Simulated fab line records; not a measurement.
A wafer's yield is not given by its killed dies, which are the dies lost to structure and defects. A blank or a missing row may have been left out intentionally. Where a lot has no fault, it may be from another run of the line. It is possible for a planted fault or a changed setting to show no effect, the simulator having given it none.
A struck lot beside a sound one || flow rit_cmos || 19 steps out of a route of 202
Sound: these wafers, L417.1, L417.3, L417.5. Wafers struck: L424.4, L424.5, L424.6. The cause is given at the end.
Each step with rows lists, per side, the tool, then ch with its chambers, then its first start. Under that, the readings that differ: sound wafers || struck wafers || difference of the means || sigmas: that difference in standard deviations of wafers without a fault.
alike: readings with means less than 2 such deviations apart, plus words and numbers identical on both sides. not compared: withheld readings, readings lacking a value on some wafer, bounds such as >300 that could conceal the same value, and numbers that have no deviation in the record and whose values overlap.
Wherever a step has rows on one side only, a row that says differs or no value, or a row with sigmas, the two part there. Numbers that have no deviation but don't overlap get no sigmas and don't part them. A reading missing from all wafers of one side parts the sides only when that side holds two or more wafers.

first, 2 steps without rows for these wafers: RIT_NWELL_HARDBAKE_07 (time 120 s); RIT_NWELL_IMPLANT_08.
RIT_NWELL_STRIP_09: strips in O2, time 180 s.
  sound on plasma_asher-03 ch 1, day 1 23:45; struck on plasma_asher-03 ch 0,1, day 3 08:48
  alike: drypump_motor_current_A
  not compared: rf_hours_counter_h
RIT_NWELL_TW_MEAS_10:
  struck on film_metro-01, day 3 08:57; sound on film_metro-03, day 1 23:55
{"reading": "NWELL_TW", "sound": "2189 2191 2188", "struck": "2115 2102 2112", "difference": -80, "sigmas": -2}
then, 6 steps without rows for these wafers: RIT_PWELL_HMDS_00 (prime time 60 s); RIT_PWELL_COAT_01 (resist thk 1300 nm); RIT_PWELL_SOFTBAKE_02 (time 59.02 s); RIT_PWELL_EXPOSE_03 (exposes mask M3, target cd 43700 nm); RIT_PWELL_PEB_04; RIT_PWELL_DEVELOP_05 (develop time 68 s).
RIT_PWELL_OVL_MEAS_06:
  struck on overlay-02, day 3 09:52; sound on overlay-02, day 2 01:07
  alike: PWELL_OVL
then, 1 step without rows for these wafers: RIT_PWELL_HARDBAKE_07 (time 120 s).
RIT_PWELL_IMPLANT_08:
  sound on implanter-03 ch 0, day 2 01:24; struck on implanter-04 ch 0, day 3 10:13
{"reading": "implant_ion_amu", "sound": "11 11 11", "struck": "31 31 31", "difference": "+20", "sigmas": ""}
{"reading": "model.implant.rp_nm (nm)", "sound": "480.9 480.9 480.9", "struck": "216.9 216.9 216.9", "difference": -264.0, "sigmas": ""}
{"reading": "model.implant.drp_nm (nm)", "sound": "102.9 102.9 102.9", "struck": "68.82 68.82 68.82", "difference": -34.08, "sigmas": ""}
RIT_PWELL_STRIP_09: strips in O2, time 180 s.
  sound on plasma_asher-01 ch 0,1, day 2 01:33; struck on plasma_asher-01 ch 0,1, day 3 10:21
  alike: drypump_motor_current_A
  not compared: rf_hours_counter_h
RIT_PWELL_TW_MEAS_10:
  struck on film_metro-03, day 3 10:30; sound on film_metro-01, day 2 01:43
{"reading": "PWELL_TW", "sound": "943 939 941", "struck": "2433 2414 2415", "difference": "+1480", "sigmas": "+99"}
then, 1 step without rows for these wafers: RIT_WELLDRIVE_ANNEAL_00 (time 14700 s).
RIT_WELLDRIVE_RS_MEAS_01: measures by four-point-probe.
  struck on film_metro-03, day 3 15:50; sound on film_metro-03, day 2 06:52
  alike: NWELL_RS
RIT_WELLDRIVE_RS_MEAS_02: measures by four-point-probe.
  struck on film_metro-03, day 3 15:58; sound on film_metro-03, day 2 06:59
{"reading": "PWELL_RS (ohm/sq)", "sound": "429.3 430.2 430.6", "struck": "83.5 83.7 83.5", "difference": -346.5, "sigmas": "-99 or more"}
then, 1 step without rows for these wafers: RIT_NRETRO_HMDS_00 (prime time 60 s).

## WHERE THEY PART
Earliest at RIT_NWELL_TW_MEAS_10; latest, in this record, at RIT_WELLDRIVE_RS_MEAS_02.

WHY: what the simulator had put in
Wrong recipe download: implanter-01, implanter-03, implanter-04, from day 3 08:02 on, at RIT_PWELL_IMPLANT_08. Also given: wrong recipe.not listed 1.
